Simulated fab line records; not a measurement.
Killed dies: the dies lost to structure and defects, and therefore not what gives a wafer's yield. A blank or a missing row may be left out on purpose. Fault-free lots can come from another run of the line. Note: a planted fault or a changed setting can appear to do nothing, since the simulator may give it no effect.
Split-lot trial + flow berkeley_cmos170 + route with 331 steps; 5 lots, 23 wafers read

THE SPLIT
At UCB170_M3_PEB_13, the setting peb_temp_c was moved away from the recipe's 130 C on 8 of the 23 wafers read, by -3.0% to +1.3%. The other wafers ran this setting at the recipe's value.

FROM THE SPLIT TO THE READING: what the file shows between them, 5 steps
- UCB170_M3_DEVELOP_14: develop time 45 s
- UCB170_M3_CD_MEAS_15: target cd 700 nm
- UCB170_M3_ETCH_17: etches BARC in N2/H2
- UCB170_M3_METAL_ETCH_18: etches Al in Cl2/BCl3, stops on SiO2, target depth 1170 nm, time 195 s (also split here: time_s)
- UCB170_M3_STRIP_19: strips in O2

THE READING
cd_nm, in nm, at UCB170_M3_CD_MEAS_90 (target cd 700 nm). A value of 698.1 nm with a standard deviation of 2.8 nm is what fault-free wafers of this fab line usually give.

| wafer  | tool, chamber at the split | peb_temp_c as run, C | against the recipe | cd_nm, nm | against lot-mates on the recipe |
|--------|----------------------------|----------------------|--------------------|-----------|---------------------------------|
| L074.1 | litho_track-04, 0          | 130                  | recipe             | 699.0     | -                               |
| L074.2 | litho_track-04, 0          | 130                  | recipe             | 696.4     | -                               |
| L074.6 | litho_track-04, 0          | 130                  | recipe             | 698.4     | -                               |
| L076.2 | litho_track-04, 0          | 131.7                | +1.3%              | 687.4     | -14.9                           |
| L076.3 | litho_track-04, 0          | 130                  | recipe             | 702.3     | -                               |
| L076.4 | litho_track-04, 0          | 131.7                | +1.3%              | 687.4     | -14.9                           |
| L076.5 | litho_track-04, 0          | 130                  | recipe             | 702.4     | -                               |
| L076.6 | litho_track-04, 0          | 131.7                | +1.3%              | 689.4     | -12.9                           |
| L078.1 | litho_track-03, 0          | 127.4                | -2.0%              | 726.0     | +23.4                           |
| L078.2 | litho_track-03, 0          | 130                  | recipe             | 702.6     | -                               |
| L078.4 | litho_track-03, 0          | 130                  | recipe             | 702.6     | -                               |
| L078.5 | litho_track-03, 0          | 127.4                | -2.0%              | 719.1     | +16.5                           |
| L078.6 | litho_track-03, 0          | 127.4                | -2.0%              | 719.4     | +16.8                           |
| L082.1 | litho_track-02, 0          | 130                  | recipe             | 693.7     | -                               |
| L082.3 | litho_track-02, 0          | 130                  | recipe             | 693.4     | -                               |
| L082.4 | litho_track-02, 0          | 130                  | recipe             | 694.4     | -                               |
| L082.5 | litho_track-02, 0          | 130                  | recipe             | 695.1     | -                               |
| L082.6 | litho_track-02, 0          | 130                  | recipe             | 694.6     | -                               |
| L083.1 | litho_track-02, 0          | 130                  | recipe             | 698.6     | -                               |
| L083.2 | litho_track-02, 0          | 130                  | recipe             | 700.3     | -                               |
| L083.4 | litho_track-02, 0          | 126.1                | -3.0%              | 729.6     | +30.5                           |
| L083.5 | litho_track-02, 0          | 126.1                | -3.0%              | 729.5     | +30.4                           |
| L083.6 | litho_track-02, 0          | 130                  | recipe             | 698.5     | -                               |

THE FIT
A straight line over all 23 wafers: cd_nm changes by -10.3 nm for each +1% of peb_temp_c; r = -0.97; the points scatter about the line by 3.4 nm.
The same after taking each lot's own level away (the mean of its wafers on the recipe; 23 wafers): -10.1 nm for each +1%; r = -0.99; scatter 1.5 nm.
Per that fit: largest peb_temp_c move, reading shift of 30 nm.
Measured against the standard deviation above, the lots' own levels, which go from 694.24 to 702.60 nm, span 3.0 times it.
Consequently the slope shifts little with the lot-to-lot level, the two slopes agreeing.
Check: with one of the wafers moved furthest among these (-3.0%) left out of the fit, the line predicts +29.8 nm for it against its lot-mates. It came out at +30.5 nm against them.

OTHER SPLITS APPLIED TO THESE WAFERS
These wafers also went through other splits before the reading. Each is held against what the fit with the lots' levels taken away leaves over:
| other split on the same wafers      | wafers away from the commonest value | r with cd_nm (lot level and that fit taken away) |
|-------------------------------------|--------------------------------------|--------------------------------------------------|
| UCB170_V2_DEVELOP_11 develop_time_s | 7                                    | -0.05                                            |
| UCB170_M3_METAL_ETCH_18 time_s      | 5                                    | -0.36                                            |

THE WHOLE CHAIN: every reading that the file lists as answering this split, in the file's order
| step                    | what it does                                                           | reading                                                   | change (the file's fit)              | r (the file's) |
|-------------------------|------------------------------------------------------------------------|-----------------------------------------------------------|--------------------------------------|----------------|
| UCB170_M3_CD_MEAS_15    | target cd 700 nm                                                       | cd_nm                                                     | -9.69 nm for each +1% of the setting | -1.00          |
| UCB170_M3_ETCH_17       | etches BARC in N2/H2                                                   | M3.cd_nm (the simulator's own value, which no gauge read) | -9.51 nm for each +1% of the setting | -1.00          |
| UCB170_M3_METAL_ETCH_18 | etches Al in Cl2/BCl3, stops on SiO2, target depth 1170 nm, time 195 s | M3.cd_nm (the simulator's own value, which no gauge read) | -10 nm for each +1% of the setting   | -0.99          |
| UCB170_M3_CD_MEAS_90    | target cd 700 nm                                                       | cd_nm                                                     | -10 nm for each +1% of the setting   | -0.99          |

THE FILE'S OWN FIT
cd_nm changes by -10 nm for each +1% of peb_temp_c, r = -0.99.
